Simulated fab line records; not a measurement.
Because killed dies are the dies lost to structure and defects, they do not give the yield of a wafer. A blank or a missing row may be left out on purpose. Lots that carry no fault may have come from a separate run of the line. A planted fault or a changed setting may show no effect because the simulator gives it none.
fab line records	flow rit-cmos
record: lots: 6	wafers: 18	last-day: 5
route steps=202 shown NWELL@35 PWELL@39 M1@202
lots that met no fault: taken from a fault-free run of the same line
start-h: hours from the record's opening day to when the first of the lot's shown wafers began	wait-h: hours from the lot's prior step to this one	" the same as in the row above	L1.1+2: one row covering several wafers at once	- no value, or no start given	* or withheld: withheld	< > ~ a bound
route shown NAME@n: NAME is a module with steps in the file, n the number in the route of the first one	usual: mean/standard deviation of fault-free wafers	same: alike in all rows	chamber/n: place in a boat	sites: readings site by site	_std_site: the values' standard deviation	_edge_site: the outer-site mean with the inner-site mean subtracted	radius-mm: for every site, how far away it sits from the centre of the wafer	mask NAME#n: copy n	behind: the most recent tool/chamber to have shaped the wafer	hold: why the lot went on hold/how many hours it stayed there/how the hold came to an end	device: the transistor (n, p or np) that didn't switch	end of line: the route-end tests of the same wafers	a step with no rows: only its recipe	killed: at the first sort, the dies lost to defects and structure; wafer yield is something else	map: a wafer's dies, x killed, . not, _ none there
set.NAME: the setting as run; set.NAME@STEP: as run at that earlier step	model.NAME: the simulator's own value behind a step, which no gauge read
lots seen at some steps along the route; tables by step, rows by wafer
services: the hour from which a tool's chamber was out of use, counted from the record's first day as start-h (under 0 if before that day), plus the number of hours and why
== steps ==
step: RIT_NWELL_HARDBAKE_07
recipe: resist: NOVOLAK	temp-c: 140	time-s: 120
step: RIT_NWELL_IMPLANT_08
recipe: species: P	energy-kev: 168.7	dose-cm2: 5e+13	tilt-deg: 7
step: RIT_NWELL_STRIP_09
recipe: chemistry: O2	time-s: 180	resist: NOVOLAK	platen-temp-c: withheld	power-w: 500	pressure-mtorr: 4000	o2-flow-sccm: 4000
usual: drypump-motor-current-A: 6.0/0.51
lot.wafer	tool	chamber	start-h	wait-h	drypump-motor-current-A	rf-hours-counter-h
L503.1	plasma-asher-04	1	22.26	0.1	5.2	44
L503.4	"	0	"	"	6.6	-
L503.6	"	0	"	"	6.6	-
L505.3	plasma-asher-04	0	33.22	0.1	6.6	-
L505.4	"	1	"	"	5.2	-
L505.5	"	1	"	"	5.2	-
L506.1	plasma-asher-02	0	35.63	0.1	5.4	23
L506.3	"	1	"	"	6.5	-
L506.5	"	1	"	"	6.5	-
L507.1	plasma-asher-02	0	41.74	0.1	5.4	23
L507.4	"	0	"	"	5.4	-
L507.6	"	0	"	"	5.4	-
L509.2	plasma-asher-01	0	51.82	0.1	5.7	45
L509.3	"	0	"	"	5.7	-
L509.5	"	1	"	"	6.3	-
L515.1	plasma-asher-02	1	81.78	0.1	6.5	27
L515.3	"	1	"	"	6.5	-
L515.5	"	0	"	"	5.4	-
step: RIT_NWELL_TW_MEAS_10
usual: NWELL_TW: 2136/29
lot.wafer	tool	chamber	start-h	wait-h	NWELL_TW
L503.1	film-metro-01	-	22.43	0.1	2184
L503.4	"	-	"	"	2177
L503.6	"	-	"	"	2184
L505.3	film-metro-02	-	33.35	0.1	2132
L505.4	"	-	"	"	2121
L505.5	"	-	"	"	2130
L506.1	film-metro-01	-	35.81	0.1	2171
L506.3	"	-	"	"	2158
L506.5	"	-	"	"	2159
L507.1	film-metro-02	-	41.92	0.1	2121
L507.4	"	-	"	"	2132
L507.6	"	-	"	"	2124
L509.2	film-metro-02	-	52.01	0.1	2111
L509.3	"	-	"	"	2112
L509.5	"	-	"	"	2096
L515.1	film-metro-04	-	81.96	0.1	2113
L515.3	"	-	"	"	2110
L515.5	"	-	"	"	2105
step: RIT_PWELL_HMDS_00
recipe: prime-time-s: 60	prime-temp-c: 140
step: RIT_PWELL_COAT_01
recipe: resist: NOVOLAK	spin-rpm: 2000	resist-thk-nm: 1300
step: RIT_PWELL_SOFTBAKE_02
recipe: resist: NOVOLAK	temp-c: 90	time-s: 60
step: RIT_PWELL_EXPOSE_03
recipe: mask-id: M3	na: 0.57	target-cd-nm: 43700	dose-mj: 250
step: RIT_PWELL_PEB_04
recipe: resist: NOVOLAK	temp-c: withheld	time-s: withheld
step: RIT_PWELL_DEVELOP_05
recipe: resist: NOVOLAK	develop-time-s: 68	dev-temp-c: 23
step: RIT_PWELL_OVL_MEAS_06
usual: PWELL_OVL: 0.2/1.4
lot.wafer	tool	chamber	start-h	wait-h	PWELL_OVL[nm]
L503.1	overlay-02	-	23.56	-	1.4
L503.4	"	-	"	"	1.0
L503.6	"	-	"	"	0.6
L505.3	overlay-02	-	34.33	-	-1.5
L505.4	"	-	"	"	-0.6
L505.5	"	-	"	"	-0.8
L506.1	overlay-01	-	36.87	-	2.0
L506.3	"	-	"	"	1.9
L506.5	"	-	"	"	2.9
L507.1	overlay-02	-	43.08	-	0.8
L507.4	"	-	"	"	-1.2
L507.6	"	-	"	"	-1.6
L509.2	overlay-01	-	52.95	-	0.5
L509.3	"	-	"	"	0.2
L509.5	"	-	"	"	-0.7
L515.1	overlay-02	-	82.90	-	-1.1
L515.3	"	-	"	"	0.5
L515.5	"	-	"	"	-1.5
step: RIT_PWELL_HARDBAKE_07
recipe: resist: NOVOLAK	temp-c: 140	time-s: 120
step: RIT_PWELL_IMPLANT_08
recipe: species: B	energy-kev: 170	dose-cm2: 7e+13	tilt-deg: 7
usual: dose-ions-cm2: 7e+13/7.8e+10	faraday-current-uA: 222/4.1
same: implant-ion-amu: 11
lot.wafer	tool	chamber	start-h	wait-h	dose-ions-cm2	faraday-current-uA
L503.1	implanter-02	0	23.84	0.2	7.009e+13	218
L503.4	"	0	"	"	7.012e+13	209
L503.6	"	0	"	"	6.996e+13	216
L505.3	implanter-04	0	34.65	0.2	7.003e+13	226
L505.4	"	0	"	"	7.003e+13	221
L505.5	"	0	"	"	6.996e+13	219
L506.1	implanter-04	0	37.16	0.2	3.547e+13	111
L506.3	"	0	"	"	3.56e+13	113
L506.5	"	0	"	"	3.548e+13	113
L507.1	implanter-04	0	43.36	0.2	3.557e+13	111
L507.4	"	0	"	"	3.558e+13	114
L507.6	"	0	"	"	3.562e+13	112
L509.2	implanter-03	0	53.25	0.2	7.006e+13	224
L509.3	"	0	"	"	7.004e+13	220
L509.5	"	0	"	"	7e+13	221
L515.1	implanter-03	0	83.18	0.2	7.004e+13	218
L515.3	"	0	"	"	6.999e+13	215
L515.5	"	0	"	"	7.014e+13	227
step: RIT_PWELL_STRIP_09
recipe: chemistry: O2	time-s: 180	resist: NOVOLAK	platen-temp-c: withheld	power-w: 500	pressure-mtorr: 4000	o2-flow-sccm: 4000
usual: drypump-motor-current-A: 5.8/0.48
lot.wafer	tool	chamber	start-h	wait-h	drypump-motor-current-A	rf-hours-counter-h
L503.1	plasma-asher-02	1	23.99	0.1	6.5	22
L503.4	"	0	"	"	5.4	-
L503.6	"	1	"	"	6.5	-
L505.3	plasma-asher-03	0	34.81	0.1	5.7	-
L505.4	"	1	"	"	5.1	-
L505.5	"	0	"	"	5.7	-
L506.1	plasma-asher-01	0	37.31	0.1	5.7	44
L506.3	"	1	"	"	6.3	-
L506.5	"	1	"	"	6.3	-
L507.1	plasma-asher-02	1	43.51	0.1	6.5	23
L507.4	"	0	"	"	5.4	-
L507.6	"	0	"	"	5.4	-
L509.2	plasma-asher-02	1	53.38	0.1	6.5	24
L509.3	"	1	"	"	6.5	-
L509.5	"	0	"	"	5.4	-
L515.1	plasma-asher-02	1	83.33	0.1	6.5	27
L515.3	"	1	"	"	6.5	-
L515.5	"	1	"	"	6.5	-
step: RIT_PWELL_TW_MEAS_10
usual: PWELL_TW: 947/11
lot.wafer	tool	chamber	start-h	wait-h	hold	PWELL_TW
L503.1	film-metro-02	-	24.17	0.1	-	949
L503.4	"	-	"	"	-	947
L503.6	"	-	"	"	-	948
L505.3	film-metro-04	-	34.94	0.1	-	941
L505.4	"	-	"	"	-	939
L505.5	"	-	"	"	-	937
L506.1	film-metro-01	-	37.48	0.1	await-dispo/0.2h/release	775
L506.3	"	-	"	"	await-dispo/0.2h/release	769
L506.5	"	-	"	"	await-dispo/0.2h/release	771
L506.1	film-metro-01	-	37.71	0.2	-	768
L506.3	"	-	"	"	-	769
L506.5	"	-	"	"	-	774
L507.1	film-metro-04	-	43.69	0.1	await-dispo/0.2h/release	758
L507.4	"	-	"	"	await-dispo/0.2h/release	759
L507.6	"	-	"	"	await-dispo/0.2h/release	754
L507.1	film-metro-04	-	43.91	0.2	-	756
L507.4	"	-	"	"	-	756
L507.6	"	-	"	"	-	752
L509.2	film-metro-01	-	53.56	0.1	-	967
L509.3	"	-	"	"	-	969
L509.5	"	-	"	"	-	960
L515.1	film-metro-02	-	83.51	0.1	-	941
L515.3	"	-	"	"	-	935
L515.5	"	-	"	"	-	936
step: RIT_WELLDRIVE_RS_MEAS_01
recipe: thk-meas-gauge: four-point-probe
usual: NWELL_RS: 275.4/0.67
lot.wafer	tool	chamber	start-h	wait-h	NWELL_RS[ohm/sq]
L503.1	film-metro-04	-	29.31	0.0	274.3
L503.4	"	-	"	"	274.3
L503.6	"	-	"	"	275.4
L505.3	film-metro-02	-	40.11	0.0	275.7
L505.4	"	-	"	"	275.8
L505.5	"	-	"	"	275.7
L506.1	film-metro-01	-	51.01	0.0	275.1
L506.3	"	-	"	"	275.0
L506.5	"	-	"	"	275.7
L507.1	film-metro-04	-	52.57	0.0	275.5
L507.4	"	-	"	"	275.0
L507.6	"	-	"	"	274.8
L509.2	film-metro-02	-	58.71	0.0	276.0
L509.3	"	-	"	"	275.8
L509.5	"	-	"	"	276.1
L515.1	film-metro-04	-	88.72	0.0	276.2
L515.3	"	-	"	"	274.7
L515.5	"	-	"	"	275.0
step: RIT_WELLDRIVE_RS_MEAS_02
recipe: thk-meas-gauge: four-point-probe
usual: PWELL_RS: 429.7/1.1
lot.wafer	tool	chamber	start-h	wait-h	hold	PWELL_RS[ohm/sq]
L503.1	film-metro-04	-	29.43	0.1	-	428.5
L503.4	"	-	"	"	-	428.7
L503.6	"	-	"	"	-	428.4
L505.3	film-metro-02	-	40.23	0.1	-	429.2
L505.4	"	-	"	"	-	430.2
L505.5	"	-	"	"	-	429.6
L506.1	film-metro-01	-	51.13	0.1	await-dispo/0.2h/release	670.1
L506.3	"	-	"	"	await-dispo/0.2h/release	673.9
L506.5	"	-	"	"	await-dispo/0.2h/release	668.5
L506.1	film-metro-01	-	51.41	0.3	-	671.4
L506.3	"	-	"	"	-	671.6
L506.5	"	-	"	"	-	669.3
L507.1	film-metro-04	-	52.69	0.1	await-dispo/0.2h/release	674.9
L507.4	"	-	"	"	await-dispo/0.2h/release	674.9
L507.6	"	-	"	"	await-dispo/0.2h/release	674.8
L507.1	film-metro-04	-	53.01	0.3	-	676.0
L507.4	"	-	"	"	-	673.4
L507.6	"	-	"	"	-	675.1
L509.2	film-metro-02	-	58.83	0.1	-	430.8
L509.3	"	-	"	"	-	431.4
L509.5	"	-	"	"	-	430.7
L515.1	film-metro-04	-	88.84	0.1	-	430.0
L515.3	"	-	"	"	-	431.0
L515.5	"	-	"	"	-	431.2
step: RIT_M1_PROBE_99
usual: defect-limited-yield: 97.5/1.1	killed-at-contacts: 0.1/0.3	killed-at-front-end: 6.5/2.9	killed-dies: 6.6/3	killed-open: 3.3/2	killed-short: 3.3/1.9	sort_bin_3_pad_short: 0.1/0.2	sort_bin_5_function: 1.4/0.78	sort_bin_6_memory: 1.0/0.71	sort-n-pass: 257.4/3	sort-yield-pct: 97.5/1.1
same: gross-dies: 264	killed_at_M0_to_M3: 0	killed_at_M4_up: 0	killed-at-back-side: 0	killed-at-other: 0
lot.wafer	tool	chamber	start-h	wait-h	defect-limited-yield[%]	killed-at-contacts	killed-at-front-end	killed-dies	killed-open	killed-short	sort_bin_3_pad_short[%]	sort_bin_5_function[%]	sort_bin_6_memory[%]	sort-n-pass	sort-yield-pct[%]
L503.1	prober-01	-	63.67	0.1	97.3	0	7	7	3	4	0.8	0.8	1.1	257.0	97.3
L503.4	prober-01	-	63.82	0.2	97.3	1	6	7	4	3	0	1.5	1.1	257.0	97.3
L503.6	prober-01	-	63.92	0.2	97.7	0	6	6	2	4	0	0.4	1.9	258.0	97.7
L505.3	prober-01	-	70.58	0.2	97.3	0	7	7	2	5	0	1.1	1.5	257.0	97.3
L505.4	prober-01	-	70.63	0.2	98.5	0	4	4	2	2	0.4	1.1	0	260.0	98.5
L505.5	prober-01	-	70.68	0.2	97.3	0	7	7	2	5	0.8	0.8	1.1	257.0	97.3
L509.2	prober-01	-	86.69	0.1	96.2	0	10	10	8	2	0	1.5	2.3	254.0	96.2
L509.3	prober-01	-	86.74	0.2	97.7	0	6	6	3	3	0	0.8	1.5	258.0	97.7
L509.5	prober-01	-	86.84	0.2	98.1	0	5	5	1	4	0	1.5	0.4	259.0	98.1
L515.1	prober-01	-	116.38	0.1	97.3	0	7	7	7	0	0	2.3	0.4	257.0	97.3
L515.3	prober-01	-	116.48	0.2	95.5	0	12	12	5	7	0.4	2.7	1.5	252.0	95.5
L515.5	prober-01	-	116.58	0.2	98.9	0	3	3	1	2	0	1.1	0	261.0	98.9
killed by level:class
L503.1 FOX2:geometric-particle:short=2 FOX1:geometric-particle:open=1 FOX1:geometric-particle:short=1 FOX2:geometric-particle:open=1 GATE:geometric-particle:short=1 SILICIDE:geometric-particle:open=1
L503.4 GATE:geometric-particle:open=2 REOX:geometric-particle:open=2 FOX1:geometric-particle:short=1 FOX2:geometric-particle:short=1 CONTACT:geometric-particle:short=1
L503.6 SPACER:geometric-particle:short=2 GATE:geometric-particle:open=1 REOX:geometric-particle:short=1 SPACER:geometric-particle:open=1 SILICIDE:geometric-particle:short=1
L505.3 SPACER:geometric-particle:short=3 GATE:geometric-particle:short=2 FOX1:geometric-particle:open=1 GATE:geometric-particle:open=1
L505.4 FOX1:geometric-particle:short=1 FOX1:geometric-particle:open=1 REOX:geometric-particle:open=1 SILICIDE:geometric-particle:short=1
L505.5 GATE:geometric-particle:short=3 FOX1:geometric-particle:short=1 REOX:geometric-particle:open=1 SPACER:geometric-particle:open=1 SILICIDE:geometric-particle:short=1
L509.2 SPACER:geometric-particle:open=4 SILICIDE:geometric-particle:open=2 GATE:geometric-particle:open=1 GATE:geometric-particle:short=1 REOX:geometric-particle:open=1 SPACER:geometric-particle:short=1
L509.3 SPACER:geometric-particle:short=3 FOX1:geometric-particle:open=1 FOX2:geometric-particle:open=1 GATE:geometric-particle:open=1
L509.5 GATE:geometric-particle:short=2 FOX2:geometric-particle:short=1 SPACER:geometric-particle:open=1 SPACER:geometric-particle:short=1
L515.1 FOX1:geometric-particle:open=3 GATE:geometric-particle:open=3 REOX:geometric-particle:open=1
L515.3 FOX2:geometric-particle:open=2 GATE:geometric-particle:short=2 GATE:geometric-particle:open=2 REOX:geometric-particle:short=2 SPACER:geometric-particle:short=2 SILICIDE:geometric-particle:short=1 SILICIDE:geometric-particle:open=1
L515.5 FOX2:geometric-particle:open=1 FOX2:geometric-particle:short=1 GATE:geometric-particle:short=1
== services ==
tool	chamber	start-h	hours	kind
implanter-02	-	67.45	3.0	pm
== key ==
first-sign: step: RIT_PWELL_IMPLANT_08	reading: dose-ions-cm2	direction: down	sigmas: 99+	usual: 7e+13	struck: 3.555e+13
effect: step: RIT_PWELL_IMPLANT_08	reading: faraday-current-uA	direction: down	sigmas: 27	usual: 222	struck: 113
effect: step: RIT_PWELL_TW_MEAS_10	reading: visit	direction: added
effect: step: RIT_PWELL_TW_MEAS_10	reading: PWELL_TW	direction: down	sigmas: 17	usual: 947	struck: 764
effect: step: RIT_WELLDRIVE_RS_MEAS_02	reading: visit	direction: added
effect: step: RIT_WELLDRIVE_RS_MEAS_02	reading: PWELL_RS	direction: up	sigmas: 99+	usual: 429.7	struck: 672.8
met-at RIT_PWELL_IMPLANT_08
struck-wafers L506.1,L506.3,L506.5,L507.1,L507.4,L507.6
scrapped-behind RIT_WELLDRIVE_RS_MEAS_02 L506.1,L506.3,L506.5,L507.1,L507.4,L507.6
onset-between 34.65 37.16
fault: kind: process-parameter-drift	tool: implanter-04	chamber: -	onset-h: 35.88	steps: RIT_PWELL_IMPLANT_08	channel: dose-cm2	offset: -3.4392e+13	shape: step	end-h: 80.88	acts-in: these-recipes-only	stated: 7e+13
